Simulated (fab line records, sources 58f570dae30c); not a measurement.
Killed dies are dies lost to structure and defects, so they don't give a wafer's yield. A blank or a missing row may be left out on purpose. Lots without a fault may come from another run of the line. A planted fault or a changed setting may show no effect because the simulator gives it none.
Which tool did it? | flow berkeley_cmos170 | 7 lots, 21 wafers sampled, at 1 step of a route of 331

WHAT THE GAUGES READ, wafer by wafer
UCB170_NSD_OVL_MEAS_07.
lot  | measured     | on         | NSD_OVL (nm)
L929 | day 6 11:24  | overlay-02 | -2 4 8
L931 | day 7 04:13  | overlay-02 | -3 1 3
L933 | day 7 17:03  | overlay-02 | 3 -4 0
L935 | day 8 18:31  | overlay-02 | 9 5 4
L938 | day 9 03:22  | overlay-01 | 6 5 2
L944 | day 10 08:37 | overlay-01 | -8 -16 -6
L950 | day 11 22:43 | overlay-02 | -7 -4 -9

WHICH TOOL RAN EACH LOT (tool, then ch and the chambers of the sampled wafers, then the start)
The record holds no process step before these readings.

THE ANSWER, worked out from the rows above alone
Rule: what is usual is taken from the lots themselves. Put in order of their means at a reading, lots are off if they are a third of the lots or fewer, leave a main group of 4 or more, and stand apart from it by a gap of 3 or more times the standard deviation of the main group's means; of several such gaps the widest counts. A main group whose means are all the same, to the digits that the tables above print for the reading, isn't used. A lot without any number at a reading at which 4 lots or more have one is off too. The other lots that the step has rows for count as sound.
No lot is off at any reading shown: from this, nothing can be told.

WHAT THE SIMULATOR HAD PUT IN
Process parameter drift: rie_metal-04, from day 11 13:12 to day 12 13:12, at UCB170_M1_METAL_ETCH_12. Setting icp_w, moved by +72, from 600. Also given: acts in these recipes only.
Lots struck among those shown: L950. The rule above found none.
